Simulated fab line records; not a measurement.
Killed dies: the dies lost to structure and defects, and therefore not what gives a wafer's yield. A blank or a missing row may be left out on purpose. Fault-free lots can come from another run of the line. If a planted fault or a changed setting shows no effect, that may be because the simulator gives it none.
fab line records	flow berkeley-cmos170
record: lots: 14	wafers: 42	last-day: 13
route steps=331 shown BACKSIDE@202 SILICIDE@211 M1@248 M2@289
lots that met no fault: from a run of the same line without faults
start-h: hours from the record's first day to the start of the lot's first wafer shown	wait-h: how many hours have passed since the lot's step before this one	" as in the row above	L1.1+2: several wafers, shown together as one row	- no value present, or no start provided	* or withheld: withheld	< > ~ a bound
route shown NAME@n: a module of which the file shows steps, and the number in the route of the first	usual: mean/standard deviation taken from wafers without a fault	same: alike in all rows	chamber/n: place in a boat	sites: the reading at each site	_std_site: their standard deviation	_edge_site: mean of outer sites minus mean of inner sites	radius-mm: how far each site lies from the wafer's centre	mask NAME#n: copy n	behind: the tool/chamber that last shaped the wafer	hold: the reason the lot was held/the length of the hold in hours/how it ended	device: names the non-switching transistor (n, p or np)	end of line: tests run on the same wafers once the route is complete	a step with no rows: only its recipe	killed: at the first sort, the dies lost to defects and structure; wafer yield is something else	map: shows each die of a wafer: x if killed, . if not, _ if none is there
set.NAME: the run value of the setting; set.NAME@STEP: its run value at that earlier step	model.NAME: the simulator's own value behind a step, which no gauge read
the route's steps for a sample of lots (tables are steps, rows are wafers)
services: a tool's chamber out of use, with start hour (start-h, from the record's first day; less than 0 if before it), hours out, and reason
== steps ==
step: UCB170_BACKSIDE_STRIP_03
recipe: chemistry: O2	power-w: 391.3	pressure-mtorr: 3500	platen-temp-c: withheld	o2-flow-sccm: 400	overash-fraction: 0.5
usual: chamber-pressure-mTorr: 3499.7/2.9	drypump-motor-current-A: 5.48/0.25	oes-product-au: 0.726/0.0042	strip-time-to-endpoint-s: 22.35/0.057
lot.wafer	tool	chamber	start-h	wait-h	chamber-pressure-mTorr	drypump-motor-current-A	oes-product-au	rf-hours-counter-h	strip-time-to-endpoint-s
L385.1	plasma-asher-03	0	169.91	0.1	3499.8	4.88	0.732	39	22.28
L385.5	"	1	"	"	3495.0	5.66	0.721	-	22.33
L385.6	"	0	"	"	3499.1	4.86	0.736	-	22.35
L388.1	plasma-asher-04	1	176.37	0.1	3497.5	5.46	0.727	6	22.41
L388.2	"	0	"	"	3502.2	5.45	0.722	6	22.41
L388.3	"	1	"	"	3498.2	5.44	0.728	-	22.39
L389.1	plasma-asher-01	1	176.81	0.1	3498.0	5.74	0.730	45	22.34
L389.4	"	0	"	"	3498.2	5.41	0.720	-	22.37
L389.6	"	0	"	"	3500.6	5.39	0.723	-	22.44
L387.1	plasma-asher-04	1	176.88	0.1	3497.0	5.46	0.737	6	22.35
L387.4	"	1	"	"	3501.1	5.47	0.725	-	22.29
L387.6	"	0	"	"	3503.4	5.50	0.715	-	22.31
L391.2	plasma-asher-04	1	196.53	0.1	3498.0	5.45	0.732	8	22.34
L391.4	"	0	"	"	3507.2	5.46	0.731	-	22.35
L391.6	"	0	"	"	3501.4	5.46	0.721	-	22.32
L390.2	plasma-asher-01	1	196.98	0.1	3497.3	5.72	0.726	47	22.37
L390.3	"	1	"	"	3502.1	5.74	0.729	-	22.30
L390.5	"	1	"	"	3499.2	5.74	0.731	-	22.36
L392.1	plasma-asher-04	1	197.20	0.1	3500.7	5.41	0.723	8	22.26
L392.3	"	1	"	"	3500.8	5.41	0.725	-	22.22
L392.4	"	0	"	"	3499.8	5.46	0.731	-	22.34
L397.3	plasma-asher-01	1	221.08	0.1	3496.0	5.76	0.725	-	22.40
L397.4	"	0	"	"	3496.0	5.38	0.729	-	22.35
L397.5	"	0	"	"	3502.9	5.41	0.723	-	22.36
L401.2	plasma-asher-01	1	241.67	0.1	3494.8	5.77	0.726	53	22.33
L401.4	"	0	"	"	3498.5	5.39	0.730	-	22.44
L401.5	"	0	"	"	3501.1	5.40	0.731	-	22.31
L402.1	plasma-asher-03	0	255.23	0.1	3499.8	4.88	0.725	49	22.32
L402.3	"	0	"	"	3499.8	4.89	0.720	-	22.29
L402.4	"	1	"	"	3500.2	5.72	0.725	-	22.38
L404.2	plasma-asher-03	1	255.68	0.1	3503.3	5.73	0.726	49	22.24
L404.4	"	1	"	"	3496.1	5.73	0.717	-	22.23
L404.5	"	0	"	"	3496.4	4.87	0.725	-	22.25
L408.1	plasma-asher-04	0	271.68	0.1	3499.2	5.46	0.727	16	22.43
L408.2	"	1	"	"	3504.8	5.45	0.719	16	22.39
L408.6	"	0	"	"	3500.0	5.46	0.727	-	22.35
L405.1	plasma-asher-01	1	272.13	0.1	3500.4	5.74	0.726	56	22.41
L405.2	"	0	"	"	3494.5	5.41	0.728	56	22.41
L405.5	"	0	"	"	3496.1	5.40	0.733	-	22.36
L407.1	plasma-asher-01	1	285.89	0.1	3497.8	5.74	0.720	58	22.37
L407.4	"	1	"	"	3494.3	5.76	0.722	-	22.36
L407.5	"	0	"	"	3498.1	5.37	0.727	-	22.35
step: UCB170_SILICIDE_SPUTTER_01
recipe: material: Ti	target-thk-nm: 30	time-s: 25	power-w: 1500	chamber-pressure-pa: 0.5
usual: chamber-pressure-pa: 0.5001/0.001	throttle-valve-pct: 29.9/1
lot.wafer	tool	chamber	start-h	wait-h	chamber-pressure-pa	throttle-valve-pct
L385.1	pvd-sputter-03	-	170.86	0.0	0.4998	30.9
L385.5	"	-	"	"	0.5010	31.2
L385.6	"	-	"	"	0.4996	29.8
L388.1	pvd-sputter-03	-	177.32	0.0	0.4997	30.0
L388.2	"	-	"	"	0.5003	28.7
L388.3	"	-	"	"	0.5018	30.9
L389.1	pvd-sputter-02	-	177.76	0.0	0.4997	29.2
L389.4	"	-	"	"	0.5009	29.2
L389.6	"	-	"	"	0.4989	29.8
L387.1	pvd-sputter-03	-	177.82	0.0	0.4999	28.8
L387.4	"	-	"	"	0.5000	29.8
L387.6	"	-	"	"	0.4992	31.0
L391.2	pvd-sputter-01	-	197.49	0.0	0.5006	27.8
L391.4	"	-	"	"	0.5014	29.9
L391.6	"	-	"	"	0.5031	29.7
L390.2	pvd-sputter-03	-	197.93	0.0	0.5000	31.2
L390.3	"	-	"	"	0.5007	29.9
L390.5	"	-	"	"	0.4997	29.8
L392.1	pvd-sputter-02	-	198.17	0.0	0.4993	31.1
L392.3	"	-	"	"	0.4993	29.0
L392.4	"	-	"	"	0.5002	29.0
L397.3	pvd-sputter-02	-	221.99	0.0	0.4989	30.9
L397.4	"	-	"	"	0.4998	30.9
L397.5	"	-	"	"	0.4985	29.1
L401.2	pvd-sputter-03	-	242.69	0.0	0.4991	30.1
L401.4	"	-	"	"	0.5016	28.8
L401.5	"	-	"	"	0.5010	31.0
L402.1	pvd-sputter-01	-	256.27	0.0	0.4999	27.7
L402.3	"	-	"	"	0.4994	29.7
L402.4	"	-	"	"	0.5003	29.9
L404.2	pvd-sputter-02	-	256.63	0.0	0.5000	29.3
L404.4	"	-	"	"	0.5000	29.5
L404.5	"	-	"	"	0.5000	31.1
L408.1	pvd-sputter-02	-	272.62	0.0	0.4991	29.0
L408.2	"	-	"	"	0.4995	29.2
L408.6	"	-	"	"	0.4999	31.2
L405.1	pvd-sputter-03	-	273.09	0.0	0.5008	31.4
L405.2	"	-	"	"	0.5002	29.7
L405.5	"	-	"	"	0.5010	29.9
L407.1	pvd-sputter-02	-	286.84	0.0	0.4987	29.4
L407.4	"	-	"	"	0.5001	29.4
L407.5	"	-	"	"	0.5012	29.1
step: UCB170_M1_OVL_MEAS_10
usual: M1_OVL: 1/5.6
lot.wafer	tool	chamber	start-h	wait-h	M1_OVL[nm]
L385.1	overlay-01	-	177.61	0.1	-1
L385.5	"	-	"	"	1
L385.6	"	-	"	"	-2
L388.1	overlay-01	-	185.42	0.1	5
L388.2	"	-	"	"	-1
L388.3	"	-	"	"	1
L389.1	overlay-01	-	185.95	0.1	0
L389.4	"	-	"	"	4
L389.6	"	-	"	"	6
L387.1	overlay-01	-	186.38	0.1	-5
L387.4	"	-	"	"	-1
L387.6	"	-	"	"	-5
L391.2	overlay-02	-	204.82	0.1	15
L391.4	"	-	"	"	12
L391.6	"	-	"	"	12
L390.2	overlay-02	-	205.38	0.1	0
L390.3	"	-	"	"	4
L390.5	"	-	"	"	6
L392.1	overlay-02	-	205.64	0.1	10
L392.3	"	-	"	"	11
L392.4	"	-	"	"	8
L397.3	overlay-02	-	229.79	0.1	6
L397.4	"	-	"	"	4
L397.5	"	-	"	"	1
L401.2	overlay-02	-	249.05	0.1	-5
L401.4	"	-	"	"	-9
L401.5	"	-	"	"	-6
L402.1	overlay-01	-	264.40	0.1	-4
L402.3	"	-	"	"	-9
L402.4	"	-	"	"	-4
L404.2	overlay-02	-	264.67	0.1	0
L404.4	"	-	"	"	-4
L404.5	"	-	"	"	-2
L408.1	overlay-02	-	279.88	0.1	-2
L408.2	"	-	"	"	-2
L408.6	"	-	"	"	-1
L405.1	overlay-01	-	280.62	0.1	6
L405.2	"	-	"	"	8
L405.5	"	-	"	"	5
L407.1	overlay-02	-	293.86	0.1	2
L407.4	"	-	"	"	9
L407.5	"	-	"	"	2
step: UCB170_M2_METAL_ETCH_18
recipe: chemistry: Cl2/BCl3	target: Al	stop-on: SiO2	pressure-mtorr: 12	target-depth-a: 11700	over-etch-frac: 0.3	time-s: 195	icp-w: 600	bias-w: 120	Cl2_flow_sccm: 90	bcl3-flow-sccm: 45
usual: chamber-pressure-mTorr: 12.000/0.012	drypump-motor-current-A: 5.94/0.29	mfc-cl2-sccm: 89.99/0.23	oes-product-au: 0.853/0.008	rf-fwd-power-W: 597.6/2.1	throttle-valve-pct: 24.47/0.11
lot.wafer	tool	chamber	start-h	wait-h	chamber-pressure-mTorr	drypump-motor-current-A	mfc-cl2-sccm	oes-product-au	rf-fwd-power-W	rf-hours-counter-h	throttle-valve-pct
L385.1	rie-metal-04	1	185.38	-	12.018	6.03	90.06	0.854	596.3	0.6	24.34
L385.5	"	1	"	"	12.013	6.04	89.59	0.857	596.6	-	24.34
L385.6	"	0	"	"	12.019	6.11	90.10	0.856	597.3	-	24.57
L388.1	rie-metal-03	0	192.48	-	12.004	5.90	89.95	0.852	597.8	7.0	24.54
L388.2	"	1	"	"	11.987	5.84	89.84	0.859	600.7	7.8	24.47
L388.3	"	1	"	"	11.980	5.84	90.07	0.871	597.6	-	24.47
L389.1	rie-metal-04	0	193.34	-	11.971	6.10	90.09	0.858	594.9	3.4	24.57
L389.4	"	0	"	"	11.991	6.12	90.24	0.856	597.4	-	24.58
L389.6	"	1	"	"	12.015	6.04	89.82	0.861	596.2	-	24.33
L387.1	rie-metal-02	0	194.10	-	12.015	5.33	90.20	0.844	598.9	3.8	24.63
L387.4	"	1	"	"	11.992	6.43	90.10	0.849	599.3	-	24.27
L387.6	"	0	"	"	11.991	5.36	89.89	0.848	598.8	-	24.61
L391.2	rie-metal-03	0	211.47	-	11.979	5.89	89.68	0.853	598.3	7.4	24.54
L391.4	"	1	"	"	12.011	5.85	89.50	0.857	599.1	-	24.46
L391.6	"	0	"	"	12.018	5.88	89.90	0.854	598.7	-	24.54
L390.2	rie-metal-04	0	212.59	-	11.995	6.10	90.49	0.853	601.6	3.7	24.57
L390.3	"	0	"	"	12.004	6.12	89.90	0.849	599.9	-	24.58
L390.5	"	1	"	"	11.999	6.03	89.77	0.852	591.9	-	24.34
L392.1	rie-metal-02	1	212.87	-	12.015	6.40	90.08	0.861	597.6	4.8	24.29
L392.3	"	0	"	"	11.990	5.28	90.15	0.852	597.7	-	24.59
L392.4	"	1	"	"	11.985	6.42	90.11	0.859	599.4	-	24.27
L397.3	rie-metal-04	1	236.09	-	12.007	6.01	90.52	0.853	836.5	-	24.33
L397.4	"	0	"	"	11.983	6.10	90.42	0.851	836.3	-	24.59
L397.5	"	0	"	"	12.007	6.11	90.33	0.845	836.9	-	24.58
L401.2	rie-metal-04	1	257.67	-	11.996	6.01	89.67	0.843	835.6	2.4	24.34
L401.4	"	1	"	"	11.989	6.02	89.56	0.858	833.7	-	24.33
L401.5	"	1	"	"	12.013	6.04	89.52	0.846	835.8	-	24.34
L402.1	rie-metal-02	0	272.67	-	11.982	5.30	89.87	0.846	596.7	6.2	24.61
L402.3	"	0	"	"	12.013	5.33	90.04	0.863	599.7	-	24.61
L402.4	"	1	"	"	12.001	6.42	89.81	0.840	599.5	-	24.29
L404.2	rie-metal-03	0	273.12	-	12.020	5.90	89.92	0.836	601.8	9.2	24.55
L404.4	"	0	"	"	11.996	5.91	90.15	0.836	600.5	-	24.53
L404.5	"	1	"	"	12.007	5.85	89.91	0.842	594.8	-	24.49
L408.1	rie-metal-03	1	286.77	-	12.004	5.85	89.87	0.856	597.6	10.4	24.47
L408.2	"	0	"	"	12.006	5.89	90.02	0.844	599.1	9.6	24.53
L408.6	"	1	"	"	11.998	5.84	89.60	0.863	601.6	-	24.48
L405.1	rie-metal-02	1	288.46	-	12.000	6.44	89.84	0.863	597.8	7.2	24.29
L405.2	"	0	"	"	11.998	5.35	90.14	0.877	599.2	6.7	24.59
L405.5	"	1	"	"	12.008	6.42	89.98	0.865	600.4	-	24.27
L407.1	rie-metal-03	0	303.09	-	11.996	5.90	90.17	0.855	598.3	10.0	24.54
L407.4	"	0	"	"	11.999	5.90	90.01	0.864	594.5	-	24.54
L407.5	"	0	"	"	12.000	5.88	89.97	0.853	598.1	-	24.54
step: UCB170_M2_STRIP_19
recipe: chemistry: O2	power-w: 400	pressure-mtorr: 3500	platen-temp-c: withheld	o2-flow-sccm: 400	overash-fraction: 0.5
usual: chamber-pressure-mTorr: 3500/3.3	drypump-motor-current-A: 5.44/0.29	oes-product-au: 0.548/0.013
lot.wafer	tool	chamber	start-h	wait-h	chamber-pressure-mTorr	drypump-motor-current-A	oes-product-au	rf-hours-counter-h
L385.1	plasma-asher-01	0	185.57	0.1	3499	5.38	0.519	46
L385.5	"	1	"	"	3502	5.76	0.512	-
L385.6	"	0	"	"	3501	5.42	0.555	-
L388.1	plasma-asher-03	0	192.67	0.1	3503	4.88	0.562	42
L388.2	"	1	"	"	3502	5.69	0.548	42
L388.3	"	0	"	"	3497	4.87	0.546	-
L389.1	plasma-asher-01	1	193.53	0.1	3499	5.73	0.566	47
L389.4	"	1	"	"	3499	5.77	0.567	-
L389.6	"	1	"	"	3496	5.76	0.525	-
L387.1	plasma-asher-03	1	194.29	0.1	3497	5.68	0.566	42
L387.4	"	0	"	"	3502	4.87	0.551	-
L387.6	"	1	"	"	3500	5.71	0.558	-
L391.2	plasma-asher-01	0	211.66	0.1	3500	5.41	0.552	49
L391.4	"	1	"	"	3501	5.74	0.547	-
L391.6	"	0	"	"	3498	5.36	0.550	-
L390.2	plasma-asher-01	1	212.78	0.1	3504	5.78	0.567	49
L390.3	"	0	"	"	3506	5.37	0.564	-
L390.5	"	0	"	"	3495	5.38	0.528	-
L392.1	plasma-asher-04	1	213.06	0.1	3499	5.45	0.542	10
L392.3	"	1	"	"	3498	5.45	0.562	-
L392.4	"	0	"	"	3500	5.47	0.537	-
L397.3	plasma-asher-04	1	236.25	0.1	3506	5.46	0.313	-
L397.4	"	0	"	"	3499	5.47	0.308	-
L397.5	"	0	"	"	3503	5.46	0.310	-
L401.2	plasma-asher-04	0	257.86	0.1	3500	5.46	0.312	15
L401.4	"	0	"	"	3497	5.44	0.310	-
L401.5	"	1	"	"	3493	5.45	0.314	-
L402.1	plasma-asher-04	0	272.86	0.1	3499	5.48	0.562	16
L402.3	"	1	"	"	3498	5.43	0.564	-
L402.4	"	0	"	"	3505	5.44	0.553	-
L404.2	plasma-asher-03	0	273.31	0.1	3498	4.89	0.543	52
L404.4	"	0	"	"	3498	4.89	0.541	-
L404.5	"	0	"	"	3502	4.86	0.556	-
L408.1	plasma-asher-03	1	286.95	0.1	3503	5.72	0.542	53
L408.2	"	0	"	"	3499	4.88	0.542	53
L408.6	"	0	"	"	3504	4.88	0.538	-
L405.1	plasma-asher-03	1	288.64	0.1	3503	5.70	0.540	53
L405.2	"	0	"	"	3497	4.86	0.560	53
L405.5	"	1	"	"	3499	5.67	0.544	-
L407.1	plasma-asher-01	0	303.28	0.1	3504	5.37	0.542	60
L407.4	"	1	"	"	3498	5.74	0.535	-
L407.5	"	1	"	"	3498	5.76	0.535	-
step: UCB170_M2_CD_MEAS_90
recipe: target-cd-nm: 700
usual: cd-nm: 701.1/2.6
lot.wafer	tool	chamber	start-h	wait-h	cd-nm
L385.1	cd-sem-01	-	185.67	0.1	703.5
L385.5	"	-	"	"	702.5
L385.6	"	-	"	"	700.8
L388.1	cd-sem-02	-	192.77	0.1	699.7
L388.2	"	-	"	"	702.1
L388.3	"	-	"	"	702.5
L389.1	cd-sem-01	-	193.63	0.1	703.1
L389.4	"	-	"	"	703.1
L389.6	"	-	"	"	701.5
L387.1	cd-sem-01	-	194.39	0.1	703.0
L387.4	"	-	"	"	703.3
L387.6	"	-	"	"	700.1
L391.2	cd-sem-01	-	211.78	0.1	695.9
L391.4	"	-	"	"	698.7
L391.6	"	-	"	"	697.9
L390.2	cd-sem-02	-	212.90	0.1	700.4
L390.3	"	-	"	"	702.4
L390.5	"	-	"	"	705.7
L392.1	cd-sem-02	-	213.16	0.1	701.9
L392.3	"	-	"	"	701.5
L392.4	"	-	"	"	703.8
L397.3	cd-sem-01	-	236.36	0.1	678.7
L397.4	"	-	"	"	681.7
L397.5	"	-	"	"	681.2
L401.2	cd-sem-02	-	257.98	0.1	681.1
L401.4	"	-	"	"	680.1
L401.5	"	-	"	"	681.7
L402.1	cd-sem-02	-	272.96	0.1	698.2
L402.3	"	-	"	"	697.8
L402.4	"	-	"	"	701.9
L404.2	cd-sem-01	-	273.43	0.1	693.5
L404.4	"	-	"	"	694.9
L404.5	"	-	"	"	699.6
L408.1	cd-sem-01	-	287.05	0.1	701.6
L408.2	"	-	"	"	697.8
L408.6	"	-	"	"	700.6
L405.1	cd-sem-02	-	288.74	0.1	704.2
L405.2	"	-	"	"	703.8
L405.5	"	-	"	"	704.5
L407.1	cd-sem-02	-	303.38	0.1	698.4
L407.4	"	-	"	"	701.1
L407.5	"	-	"	"	701.1
== services ==
tool	chamber	start-h	hours	kind
pvd-sputter-01	-	177.48	6.9	repair
plasma-asher-04	-	183.36	3.0	repair
plasma-asher-04	-	185.76	2.0	repair
rie-metal-03	-	187.41	1.3	repair
pvd-sputter-02	-	201.65	2.5	repair
pvd-sputter-01	-	219.98	0.5	repair
pvd-sputter-03	-	220.61	0.5	repair
pvd-sputter-01	-	227.02	1.1	repair
pvd-sputter-02	-	253.95	2.4	repair
pvd-sputter-03	-	257.14	2.4	repair
pvd-sputter-02	-	281.58	3.1	repair
rie-metal-03	-	294.57	4.3	pm
== key ==
first-sign: step: UCB170_M2_METAL_ETCH_18	reading: rf-fwd-power-W	direction: up	sigmas: 99+	usual: 597.6	struck: 835.8
effect: step: UCB170_M2_STRIP_19	reading: oes-product-au	direction: down	sigmas: 19	usual: 0.548	struck: 0.311
effect: step: UCB170_M2_CD_MEAS_90	reading: cd-nm	direction: down	sigmas: 7.7	usual: 701.1	struck: 680.7
met-at UCB170_M2_METAL_ETCH_18
struck-lots L397,L401
not-acting-at UCB170_BACKSIDE_STRIP_03,UCB170_SILICIDE_SPUTTER_01,UCB170_M1_OVL_MEAS_10
onset-between 212.59 236.09
fault: kind: process-parameter-drift	tool: rie-metal-04	chamber: -	onset-h: 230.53	steps: UCB170_M2_METAL_ETCH_18	channel: icp-w	offset: 240	shape: step	end-h: 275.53	acts-in: these-recipes-only	stated: 600
